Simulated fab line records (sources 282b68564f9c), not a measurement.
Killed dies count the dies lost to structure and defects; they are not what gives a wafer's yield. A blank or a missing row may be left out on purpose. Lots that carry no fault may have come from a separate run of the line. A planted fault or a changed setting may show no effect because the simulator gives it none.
fab line records + flow ritCmos
record
- lots=6
- wafers=18
- lastDay=6
route steps=202 shown M1@188
lots that met no fault: from a run of the same line without faults
startH: start of the lot's first displayed wafer, in hours after the record's first day + waitH: how many hours have passed since the lot's step before this one + " the same as in the row above + L1.1+2: a row that stands for several wafers + - no value, or no start was given + * or withheld: withheld + < > ~ a bound
route shown NAME@n: NAME is a module with steps in the file, n the number in the route of the first one + usual: mean/standard deviation of fault-free wafers + same: alike in all rows + chamber/n: place in a boat + sites: readings site by site + _std_site: the standard deviation of these + _edge_site: outer sites' mean less inner sites' + radiusMm: how far each site lies from the wafer's centre + mask NAME#n: copy n + behind: tool/chamber where the wafer was last shaped + hold: the reason the lot was held/the length of the hold in hours/how it ended + device: which transistor (n, p or np) failed to switch + end of line: tests of these same wafers at the route's end + where a step has no rows: the recipe by itself + killed: the dies lost at the first sort to structure and to defects; this is not the yield of the wafer + map: a wafer's dies, marking killed ones x, the rest . and places with no die _
set.NAME: the run value of the setting; set.NAME@STEP: its run value at that earlier step + model.NAME: the simulator's own value behind a step, which no gauge read
lots seen at some steps along the route; tables by step, rows by wafer
services: a tool's chamber out of use, with start hour (startH, from the record's first day; less than 0 if before it), hours out, and reason
## steps
# step RIT_M1_COAT_04
# recipe
- resist=NOVOLAK
- spinRpm=2000
- resistThkNm=1300
# step RIT_M1_SOFTBAKE_05
# recipe
- resist=NOVOLAK
- tempC=90
- timeS=60
# step RIT_M1_EXPOSE_06
# recipe
- maskId=M12
- na=0.6
- sourceShape=conventional
- sigmaOuter=0.5
- targetCdNm=2600
- doseMj=250
# step RIT_M1_PEB_07
# recipe
- resist=NOVOLAK
- tempC=withheld
- timeS=withheld
# step RIT_M1_DEVELOP_08
# recipe
- resist=NOVOLAK
- developTimeS=68
- devTempC=23
# step RIT_M1_CD_MEAS_09
# recipe
- targetCdNm=2600
# usual
- cdNm=2600.2/2.6
| lot.wafer | tool     | chamber | startH | waitH | cdNm   |
|-----------|----------|---------|--------|-------|--------|
| L608.1    | cdSem-01 | -       | 68.86  | -     | 2599.0 |
| L608.3    | "        | -       | "      | "     | 2600.1 |
| L608.5    | "        | -       | "      | "     | 2597.1 |
| L609.1    | cdSem-01 | -       | 73.21  | -     | 2598.7 |
| L609.3    | "        | -       | "      | "     | 2599.3 |
| L609.5    | "        | -       | "      | "     | 2599.0 |
| L613.1    | cdSem-02 | -       | 102.95 | -     | 2599.9 |
| L613.4    | "        | -       | "      | "     | 2600.7 |
| L613.6    | "        | -       | "      | "     | 2599.4 |
| L614.1    | cdSem-02 | -       | 111.97 | -     | 2600.0 |
| L614.2    | "        | -       | "      | "     | 2598.6 |
| L614.4    | "        | -       | "      | "     | 2599.0 |
| L616.1    | cdSem-02 | -       | 124.67 | -     | 2601.2 |
| L616.4    | "        | -       | "      | "     | 2600.5 |
| L616.5    | "        | -       | "      | "     | 2597.8 |
| L618.3    | cdSem-02 | -       | 139.88 | -     | 2604.3 |
| L618.4    | "        | -       | "      | "     | 2604.8 |
| L618.5    | "        | -       | "      | "     | 2604.5 |
# step RIT_M1_OVL_MEAS_10
# usual
- M1_OVL=0.7/1.4
| lot.wafer | tool       | chamber | startH | waitH | M1_OVL[nm] |
|-----------|------------|---------|--------|-------|------------|
| L608.1    | overlay-01 | -       | 68.98  | 0.1   | 2.2        |
| L608.3    | "          | -       | "      | "     | 3.4        |
| L608.5    | "          | -       | "      | "     | 3.7        |
| L609.1    | overlay-02 | -       | 73.33  | 0.1   | -0.4       |
| L609.3    | "          | -       | "      | "     | -2.5       |
| L609.5    | "          | -       | "      | "     | -0.7       |
| L613.1    | overlay-02 | -       | 103.07 | 0.1   | 0.8        |
| L613.4    | "          | -       | "      | "     | 2.6        |
| L613.6    | "          | -       | "      | "     | 1.9        |
| L614.1    | overlay-02 | -       | 112.09 | 0.1   | 0.8        |
| L614.2    | "          | -       | "      | "     | -1.3       |
| L614.4    | "          | -       | "      | "     | -2.4       |
| L616.1    | overlay-02 | -       | 124.79 | 0.1   | 1.1        |
| L616.4    | "          | -       | "      | "     | 1.1        |
| L616.5    | "          | -       | "      | "     | 2.6        |
| L618.3    | overlay-01 | -       | 139.98 | 0.1   | -1.1       |
| L618.4    | "          | -       | "      | "     | -1.4       |
| L618.5    | "          | -       | "      | "     | 0.5        |
# step RIT_M1_HARDBAKE_11
# recipe
- resist=NOVOLAK
- tempC=138.8
- timeS=120
# step RIT_M1_METAL_ETCH_12
# recipe
- stopOn=SiO2
- chemistry=Cl2/BCl3
- target=Al
- timeS=165
- overEtchFrac=0.5
- pressureMtorr=100
- targetDepthA=6000
- rfW=250
- Cl2_flow_sccm=60
- bcl3FlowSccm=50
# usual
- bcl3FlowSccm=50.02/0.15
- chamberPressureMTorr=99.99/0.089
- drypumpMotorCurrentA=5.48/0.23
- oesProductAu=0.781/0.01
- throttleValvePct=8.20/0.14
| lot.wafer | tool        | chamber | startH | waitH | bcl3FlowSccm | chamberPressureMTorr | drypumpMotorCurrentA | oesProductAu | rfHoursCounterH | throttleValvePct |
|-----------|-------------|---------|--------|-------|--------------|----------------------|----------------------|--------------|-----------------|------------------|
| L608.1    | rieMetal-03 | 0       | 69.27  | 0.2   | 50.06        | 100.02               | 5.17                 | 0.778        | 4.3             | 8.43             |
| L608.3    | "           | 0       | "      | "     | 49.97        | 100.03               | 5.16                 | 0.785        | -               | 8.41             |
| L608.5    | "           | 1       | "      | "     | 50.19        | 100.01               | 5.53                 | 0.779        | -               | 8.01             |
| L609.1    | rieMetal-04 | 0       | 73.62  | 0.2   | 49.95        | 100.01               | 5.37                 | 0.774        | 2.9             | 8.31             |
| L609.3    | "           | 1       | "      | "     | 50.13        | 100.12               | 5.91                 | 0.772        | -               | 8.19             |
| L609.5    | "           | 1       | "      | "     | 50.06        | 99.83                | 5.91                 | 0.779        | -               | 8.19             |
| L613.1    | rieMetal-02 | 0       | 103.36 | 0.2   | 49.95        | 100.16               | 5.57                 | 0.786        | 0.7             | 8.21             |
| L613.4    | "           | 0       | "      | "     | 49.98        | 100.01               | 5.58                 | 0.786        | -               | 8.21             |
| L613.6    | "           | 1       | "      | "     | 49.98        | 100.01               | 5.36                 | 0.802        | -               | 8.07             |
| L614.1    | rieMetal-03 | 1       | 112.67 | 0.2   | 49.94        | 99.84                | 5.54                 | 0.794        | 4.3             | 8.01             |
| L614.2    | "           | 0       | "      | "     | 49.83        | 99.99                | 5.17                 | 0.792        | 4.7             | 8.42             |
| L614.4    | "           | 1       | "      | "     | 50.25        | 100.05               | 5.54                 | 0.790        | -               | 8.01             |
| L616.1    | rieMetal-02 | 0       | 125.09 | 0.2   | 50.06        | 100.06               | 5.57                 | 0.777        | 0.9             | 8.23             |
| L616.4    | "           | 0       | "      | "     | 50.02        | 99.98                | 5.57                 | 0.769        | -               | 8.22             |
| L616.5    | "           | 0       | "      | "     | 49.94        | 99.87                | 5.56                 | 0.765        | -               | 8.22             |
| L618.3    | rieMetal-02 | 0       | 140.55 | 0.2   | 49.94        | 100.09               | 5.55                 | 0.773        | -               | 8.21             |
| L618.4    | "           | 1       | "      | "     | 49.95        | 100.06               | 5.38                 | 0.789        | -               | 8.07             |
| L618.5    | "           | 1       | "      | "     | 49.99        | 100.06               | 5.39                 | 0.788        | -               | 8.06             |
# step RIT_M1_STRIP_13
# recipe
- chemistry=nmp
- resist=NOVOLAK
- tempC=80
- timeS=600
- dry=n2Spin
# step RIT_M1_STRIP_14
# recipe
- chemistry=O2
- timeS=180
- platenTempC=withheld
- powerW=500
- pressureMtorr=4000
- o2FlowSccm=4000
# usual
- chamberPressureMTorr=4000/3.7
- drypumpMotorCurrentA=5.5/0.5
| lot.wafer | tool           | chamber | startH | waitH | chamberPressureMTorr | drypumpMotorCurrentA | rfHoursCounterH |
|-----------|----------------|---------|--------|-------|----------------------|----------------------|-----------------|
| L608.1    | plasmaAsher-01 | 0       | 69.62  | 0.0   | 3998                 | 5.5                  | 44              |
| L608.3    | "              | 0       | "      | "     | 4002                 | 5.4                  | -               |
| L608.5    | "              | 1       | "      | "     | 4009                 | 5.3                  | -               |
| L609.1    | plasmaAsher-02 | 1       | 73.97  | 0.0   | 3992                 | 5.2                  | 44              |
| L609.3    | "              | 0       | "      | "     | 3991                 | 5.4                  | -               |
| L609.5    | "              | 0       | "      | "     | 3999                 | 5.4                  | -               |
| L613.1    | plasmaAsher-01 | 0       | 103.69 | 0.0   | 3998                 | 5.4                  | 46              |
| L613.4    | "              | 1       | "      | "     | 4006                 | 5.3                  | -               |
| L613.6    | "              | 0       | "      | "     | 4000                 | 5.5                  | -               |
| L614.1    | plasmaAsher-02 | 0       | 113.01 | 0.0   | 4004                 | 5.4                  | 48              |
| L614.2    | "              | 1       | "      | "     | 4002                 | 5.2                  | 48              |
| L614.4    | "              | 1       | "      | "     | 4003                 | 5.2                  | -               |
| L616.1    | plasmaAsher-03 | 0       | 125.59 | 0.0   | 3998                 | 6.4                  | 33              |
| L616.4    | "              | 0       | "      | "     | 3992                 | 6.4                  | -               |
| L616.5    | "              | 1       | "      | "     | 3998                 | 4.9                  | -               |
| L618.3    | plasmaAsher-02 | 1       | 140.89 | 0.1   | 4000                 | 5.2                  | -               |
| L618.4    | "              | 0       | "      | "     | 4001                 | 5.4                  | -               |
| L618.5    | "              | 1       | "      | "     | 3997                 | 5.2                  | -               |
# step RIT_M1_CD_MEAS_90
# recipe
- targetCdNm=2600
# usual
- cdNm=2599.9/2.5
| lot.wafer | tool     | chamber | startH | waitH | cdNm   |
|-----------|----------|---------|--------|-------|--------|
| L608.1    | cdSem-02 | -       | 69.79  | 0.1   | 2596.7 |
| L608.3    | "        | -       | "      | "     | 2598.6 |
| L608.5    | "        | -       | "      | "     | 2595.6 |
| L609.1    | cdSem-01 | -       | 74.15  | 0.1   | 2598.3 |
| L609.3    | "        | -       | "      | "     | 2600.8 |
| L609.5    | "        | -       | "      | "     | 2599.4 |
| L613.1    | cdSem-01 | -       | 103.87 | 0.1   | 2599.5 |
| L613.4    | "        | -       | "      | "     | 2600.7 |
| L613.6    | "        | -       | "      | "     | 2598.4 |
| L614.1    | cdSem-01 | -       | 113.19 | 0.1   | 2599.6 |
| L614.2    | "        | -       | "      | "     | 2598.2 |
| L614.4    | "        | -       | "      | "     | 2597.5 |
| L616.1    | cdSem-02 | -       | 125.77 | 0.1   | 2601.4 |
| L616.4    | "        | -       | "      | "     | 2599.6 |
| L616.5    | "        | -       | "      | "     | 2596.4 |
| L618.3    | cdSem-02 | -       | 141.05 | 0.1   | 2602.2 |
| L618.4    | "        | -       | "      | "     | 2603.3 |
| L618.5    | "        | -       | "      | "     | 2603.7 |
# step RIT_M1_ANNEAL_15
# recipe
- tempC=450
- timeS=1800
- ambient=forming_gas_H2N2
# usual
- spikeTcCentreC=453.4/1.1
- spikeTcLoadC=474.2/1.1
- spikeTcSourceC=466.2/1
- tubeCenterTempC=450/0.038
- tube_center_temp_C_max=451.15/0.19
- zonePowerCentrePct=16.79/0.18
- zonePowerLoadPct=6.22/0.061
- zonePowerSourcePct=6.33/0.062
| lot.wafer | tool       | chamber | startH | waitH | spikeTcCentreC | spikeTcLoadC | spikeTcSourceC | tubeCenterTempC | tube_center_temp_C_max | zonePowerCentrePct | zonePowerLoadPct | zonePowerSourcePct |
|-----------|------------|---------|--------|-------|----------------|--------------|----------------|-----------------|------------------------|--------------------|------------------|--------------------|
| L608.1    | furnace-02 | 0       | 69.91  | 0.1   | 454.0          | 474.4        | 467.1          | 450.03          | 451.13                 | 16.83              | 6.30             | 6.43               |
| L608.3    | "          | 0       | "      | "     | 452.6          | 474.7        | 467.1          | 449.98          | 451.07                 | 16.82              | 6.15             | 6.27               |
| L608.5    | "          | 0       | "      | "     | 454.1          | 475.8        | 463.7          | 450.06          | 451.04                 | 16.85              | 6.18             | 6.34               |
| L609.1    | furnace-02 | 0       | 74.27  | 0.1   | 453.2          | 473.1        | 466.1          | 450.11          | 451.31                 | 16.93              | 6.25             | 6.29               |
| L609.3    | "          | 0       | "      | "     | 453.4          | 473.6        | 464.2          | 449.95          | 451.26                 | 16.79              | 6.18             | 6.36               |
| L609.5    | "          | 0       | "      | "     | 453.5          | 475.0        | 466.5          | 450.04          | 451.51                 | 16.98              | 6.30             | 6.32               |
| L613.1    | furnace-02 | 0       | 103.99 | 0.1   | 454.2          | 473.4        | 465.9          | 450             | 451.04                 | 16.98              | 6.11             | 6.33               |
| L613.4    | "          | 0       | "      | "     | 452.8          | 474.4        | 465.2          | 449.93          | 451.06                 | 16.78              | 6.20             | 6.37               |
| L613.6    | "          | 0       | "      | "     | 454.0          | 472.8        | 465.3          | 449.94          | 450.85                 | 17.16              | 6.19             | 6.37               |
| L614.1    | furnace-02 | 0       | 113.31 | 0.1   | 452.2          | 474.1        | 466.3          | 449.99          | 451.16                 | 16.68              | 6.25             | 6.34               |
| L614.2    | "          | 0       | "      | "     | 454.4          | 473.0        | 466.7          | 449.97          | 450.97                 | 16.74              | 6.34             | 6.27               |
| L614.4    | "          | 0       | "      | "     | 452.9          | 473.6        | 466.0          | 450             | 451.30                 | 16.74              | 6.08             | 6.32               |
| L616.1    | furnace-02 | 0       | 125.89 | 0.1   | 422.2          | 444.4        | 434.9          | 420.07          | 421.51                 | 15.56              | 5.43             | 5.70               |
| L616.4    | "          | 0       | "      | "     | 424.4          | 445.0        | 435.8          | 420.03          | 421.42                 | 15.36              | 5.42             | 5.69               |
| L616.5    | "          | 0       | "      | "     | 424.5          | 444.5        | 435.6          | 420.03          | 420.99                 | 15.74              | 5.56             | 5.58               |
| L618.3    | furnace-02 | 0       | 142.29 | 1.2   | 424.4          | 443.1        | 436.0          | 420             | 421.02                 | 15.80              | 5.45             | 5.61               |
| L618.4    | "          | 0       | "      | "     | 422.7          | 441.8        | 436.7          | 419.97          | 421.16                 | 15.59              | 5.51             | 5.76               |
| L618.5    | "          | 0       | "      | "     | 423.8          | 444.5        | 437.5          | 419.98          | 421.26                 | 15.35              | 5.52             | 5.61               |
# step RIT_M1_BOW_MEAS_16
# recipe
- mode=bow
# usual
- M1_BOW=18/6.7
| lot.wafer | tool         | chamber | startH | waitH | M1_BOW[um] |
|-----------|--------------|---------|--------|-------|------------|
| L608.1    | filmMetro-02 | -       | 71.41  | 0.0   | 15         |
| L608.3    | "            | -       | "      | "     | 30         |
| L608.5    | "            | -       | "      | "     | 14         |
| L609.1    | filmMetro-01 | -       | 75.77  | 0.0   | 9          |
| L609.3    | "            | -       | "      | "     | 20         |
| L609.5    | "            | -       | "      | "     | 13         |
| L613.1    | filmMetro-01 | -       | 105.49 | 0.0   | 20         |
| L613.4    | "            | -       | "      | "     | 11         |
| L613.6    | "            | -       | "      | "     | 18         |
| L614.1    | filmMetro-02 | -       | 114.81 | 0.0   | 20         |
| L614.2    | "            | -       | "      | "     | 28         |
| L614.4    | "            | -       | "      | "     | 14         |
| L616.1    | filmMetro-01 | -       | 127.39 | 0.0   | 19         |
| L616.4    | "            | -       | "      | "     | 26         |
| L616.5    | "            | -       | "      | "     | 22         |
| L618.3    | filmMetro-01 | -       | 143.83 | 0.0   | 18         |
| L618.4    | "            | -       | "      | "     | 17         |
| L618.5    | "            | -       | "      | "     | 19         |
# step RIT_M1_PROBE_99
# usual
- defectLimitedYield=97.3/1.2
- killed_at_M0_to_M3=0.0/0.14
- killedAtContacts=0.1/0.29
- killedAtFrontEnd=7/3.1
- killedDies=7/3.1
- killedOpen=3.4/1.9
- killedShort=3.6/2.1
- sort_bin_3_pad_short=0.1/0.21
- sort_bin_5_function=1.6/0.85
- sort_bin_6_memory=1.0/0.72
- sortNPass=257/3.2
- sortYieldPct=97.3/1.2
# same
- grossDies=264
- killed_at_M4_up=0
- killedAtBackSide=0
- killedAtOther=0
| lot.wafer | tool      | chamber | startH | waitH | defectLimitedYield[%] | killed_at_M0_to_M3 | killedAtContacts | killedAtFrontEnd | killedDies | killedOpen | killedShort | sort_bin_3_pad_short[%] | sort_bin_5_function[%] | sort_bin_6_memory[%] | sortNPass | sortYieldPct[%] | model.etest.nmos_0p15.junctionLog10AUm | model.etest.contactPplus.rcOhm | model.etest.contactPpoly.rcOhm | model.etest.contactNpoly.rcOhm | model.etest.contactNplus.rcOhm |
|-----------|-----------|---------|--------|-------|-----------------------|--------------------|------------------|------------------|------------|------------|-------------|-------------------------|------------------------|----------------------|-----------|-----------------|----------------------------------------|--------------------------------|--------------------------------|--------------------------------|--------------------------------|
| L608.1    | prober-02 | -       | 71.53  | 0.1   | 95.1                  | 0                  | 0                | 13               | 13         | 7          | 6           | 0                       | 4.2                    | 0.8                  | 251       | 95.1            | -13.49                                 | 1.368                          | 1.373                          | 1.388                          | 1.358                          |
| L608.3    | prober-02 | -       | 71.63  | 0.2   | 99.2                  | 0                  | 0                | 2                | 2          | 1          | 1           | 0                       | 0.8                    | 0                    | 262       | 99.2            | -13.45                                 | 1.363                          | 1.384                          | 1.421                          | 1.395                          |
| L608.5    | prober-02 | -       | 71.73  | 0.2   | 97.3                  | 0                  | 0                | 7                | 7          | 4          | 3           | 0                       | 1.1                    | 1.5                  | 257       | 97.3            | -13.43                                 | 1.405                          | 1.382                          | 1.337                          | 1.355                          |
| L609.1    | prober-01 | -       | 75.89  | 0.1   | 96.2                  | 0                  | 0                | 10               | 10         | 5          | 5           | 0                       | 2.7                    | 1.1                  | 254       | 96.2            | -13.41                                 | 1.437                          | 1.436                          | 1.4                            | 1.373                          |
| L609.3    | prober-01 | -       | 75.99  | 0.2   | 98.1                  | 0                  | 0                | 5                | 5          | 3          | 2           | 0                       | 1.9                    | 0                    | 259       | 98.1            | -13.6                                  | 1.392                          | 1.411                          | 1.353                          | 1.352                          |
| L609.5    | prober-01 | -       | 76.09  | 0.2   | 98.5                  | 0                  | 0                | 4                | 4          | 4          | 0           | 0                       | 1.5                    | 0                    | 260       | 98.5            | -13.48                                 | 1.436                          | 1.427                          | 1.355                          | 1.38                           |
| L613.1    | prober-01 | -       | 105.61 | 0.1   | 98.1                  | 0                  | 0                | 5                | 5          | 3          | 2           | 0                       | 0                      | 1.9                  | 259       | 98.1            | -13.52                                 | 1.417                          | 1.415                          | 1.42                           | 1.387                          |
| L613.4    | prober-01 | -       | 105.76 | 0.2   | 97.7                  | 0                  | 0                | 6                | 6          | 4          | 2           | 0.4                     | 1.5                    | 0.4                  | 258       | 97.7            | -13.38                                 | 1.342                          | 1.352                          | 1.342                          | 1.343                          |
| L613.6    | prober-01 | -       | 105.86 | 0.2   | 98.9                  | 0                  | 0                | 3                | 3          | 3          | 0           | 0                       | 0.8                    | 0.4                  | 261       | 98.9            | -13.63                                 | 1.387                          | 1.388                          | 1.405                          | 1.403                          |
| L614.1    | prober-02 | -       | 114.93 | 0.1   | 99.6                  | 0                  | 0                | 1                | 1          | 1          | 0           | 0                       | 0                      | 0.4                  | 263       | 99.6            | -13.52                                 | 1.352                          | 1.329                          | 1.39                           | 1.41                           |
| L614.2    | prober-02 | -       | 114.98 | 0.1   | 97.3                  | 0                  | 0                | 7                | 7          | 5          | 2           | 0                       | 1.5                    | 1.1                  | 257       | 97.3            | -13.32                                 | 1.343                          | 1.357                          | 1.361                          | 1.393                          |
| L614.4    | prober-02 | -       | 115.08 | 0.2   | 96.6                  | 1                  | 0                | 8                | 9          | 6          | 2           | 0.4                     | 1.5                    | 1.5                  | 255       | 96.6            | -13.43                                 | 1.385                          | 1.367                          | 1.355                          | 1.381                          |
| L616.1    | prober-02 | -       | 127.51 | 0.1   | 96.2                  | 0                  | 1                | 9                | 10         | 4          | 6           | 0.8                     | 3.0                    | 0                    | 254       | 96.2            | -13.7                                  | 1.575                          | 1.544                          | 1.488                          | 1.458                          |
| L616.4    | prober-02 | -       | 127.66 | 0.2   | 98.9                  | 0                  | 0                | 3                | 3          | 2          | 1           | 0                       | 0.8                    | 0.4                  | 261       | 98.9            | -13.7                                  | 1.542                          | 1.514                          | 1.535                          | 1.502                          |
| L616.5    | prober-02 | -       | 127.71 | 0.2   | 96.6                  | 0                  | 0                | 9                | 9          | 3          | 6           | 0                       | 2.3                    | 1.1                  | 255       | 96.6            | -13.69                                 | 1.456                          | 1.506                          | 1.52                           | 1.531                          |
| L618.3    | prober-01 | -       | 144.01 | 0.2   | 96.2                  | 0                  | 0                | 10               | 10         | 7          | 3           | 0                       | 2.3                    | 1.5                  | 254       | 96.2            | -13.64                                 | 1.588                          | 1.598                          | 1.55                           | 1.478                          |
| L618.4    | prober-01 | -       | 144.06 | 0.2   | 97.7                  | 0                  | 0                | 6                | 6          | 4          | 2           | 0                       | 1.5                    | 0.8                  | 258       | 97.7            | -13.7                                  | 1.601                          | 1.556                          | 1.504                          | 1.506                          |
| L618.5    | prober-01 | -       | 144.11 | 0.2   | 95.8                  | 0                  | 0                | 11               | 11         | 3          | 8           | 0                       | 3.0                    | 1.1                  | 253       | 95.8            | -13.62                                 | 1.575                          | 1.543                          | 1.572                          | 1.53                           |
# killed by level:class
L608.1 FOX2:geometricParticle:open=3 FOX2:geometricParticle:short=3 GATE:geometricParticle:open=3 SILICIDE:geometricParticle:short=2 GATE:geometricParticle:short=1 REOX:geometricParticle:open=1
L608.3 GATE:geometricParticle:open=1 SILICIDE:geometricParticle:short=1
L608.5 FOX2:geometricParticle:open=3 FOX2:geometricParticle:short=1 REOX:geometricParticle:open=1 SPACER:geometricParticle:short=1 SILICIDE:geometricParticle:short=1
L609.1 GATE:geometricParticle:short=4 GATE:geometricParticle:open=3 FOX2:geometricParticle:open=1 SPACER:geometricParticle:short=1 SILICIDE:geometricParticle:open=1
L609.3 REOX:geometricParticle:open=2 FOX2:geometricParticle:short=1 SPACER:geometricParticle:short=1 SPACER:geometricParticle:open=1
L609.5 FOX1:geometricParticle:open=2 GATE:geometricParticle:open=2
L613.1 GATE:geometricParticle:open=2 FOX2:geometricParticle:short=1 REOX:geometricParticle:short=1 SPACER:geometricParticle:open=1
L613.4 GATE:geometricParticle:open=2 GATE:geometricParticle:short=1 REOX:geometricParticle:open=1 REOX:geometricParticle:short=1 SPACER:geometricParticle:open=1
L613.6 GATE:geometricParticle:open=2 FOX1:geometricParticle:open=1
L614.1 SILICIDE:geometricParticle:open=1
L614.2 FOX2:geometricParticle:open=2 ACTIVE:geometricParticle:open=1 FOX1:geometricParticle:short=1 FOX1:geometricParticle:open=1 GATE:geometricParticle:short=1 SPACER:geometricParticle:open=1
L614.4 FOX1:geometricParticle:open=4 FOX1:geometricParticle:short=1 FOX2:geometricParticle:open=1 GATE:geometricParticle:open=1 SILICIDE:geometricParticle:short=1 M1:coatMicrobubblePrinted=1
L616.1 GATE:geometricParticle:short=2 SPACER:geometricParticle:open=2 SILICIDE:geometricParticle:open=2 FOX2:geometricParticle:short=1 REOX:geometricParticle:short=1 SILICIDE:geometricParticle:short=1 CONTACT:geometricParticle:short=1
L616.4 FOX2:geometricParticle:open=1 GATE:geometricParticle:open=1 REOX:geometricParticle:short=1
L616.5 REOX:geometricParticle:short=4 GATE:geometricParticle:open=2 GATE:geometricParticle:short=1 REOX:geometricParticle:open=1 SILICIDE:geometricParticle:short=1
L618.3 GATE:geometricParticle:short=3 REOX:geometricParticle:open=2 SPACER:geometricParticle:open=2 FOX2:geometricParticle:open=1 GATE:geometricParticle:open=1 SILICIDE:geometricParticle:open=1
L618.4 GATE:geometricParticle:open=3 FOX2:geometricParticle:short=1 GATE:geometricParticle:short=1 SILICIDE:geometricParticle:open=1
L618.5 REOX:geometricParticle:short=3 GATE:geometricParticle:short=2 FOX1:geometricParticle:short=1 FOX2:geometricParticle:open=1 FOX2:geometricParticle:short=1 GATE:geometricParticle:open=1 SPACER:geometricParticle:short=1 SILICIDE:geometricParticle:open=1
## services
| tool           | chamber | startH | hours | kind      |
|----------------|---------|--------|-------|-----------|
| rieMetal-03    | 1       | 96.52  | 6.4   | repair    |
| rieMetal-03    | 1       | 104.29 | 4.3   | repair    |
| plasmaAsher-01 | -       | 108.75 | 9.0   | pm        |
| plasmaAsher-01 | 0       | 108.75 | 9.0   | ventCycle |
| plasmaAsher-01 | 1       | 108.75 | 9.0   | ventCycle |
| plasmaAsher-01 | 0       | 117.75 | -     | clean     |
| plasmaAsher-01 | 1       | 117.75 | -     | clean     |
| rieMetal-02    | 1       | 122.41 | 6.6   | repair    |
| rieMetal-02    | 0       | 140.87 | 6.5   | repair    |
## key
firstSign
- step=RIT_M1_ANNEAL_15
- reading=tubeCenterTempC
- direction=down
- sigmas=99+
- usual=*
- struck=*
effect
- step=RIT_M1_ANNEAL_15
- reading=tube_center_temp_C_max
- direction=down
- sigmas=99+
- usual=*
- struck=*
modelEffect
- step=RIT_M1_PROBE_99
- value=etest.nmos_0p15.junctionLog10AUm
- without=-13.49
- struck=-13.68
metAt RIT_M1_ANNEAL_15
struckWafers L616.1,L616.4,L616.5,L618.3,L618.4,L618.5
onsetBetween 113.31 125.89
fault
- kind=processParameterDrift
- tool=furnace-02
- chamber=-
- onsetH=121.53
- steps=RIT_M1_ANNEAL_15
- channel=tempC
- offset=*
- shape=step
- stated=*
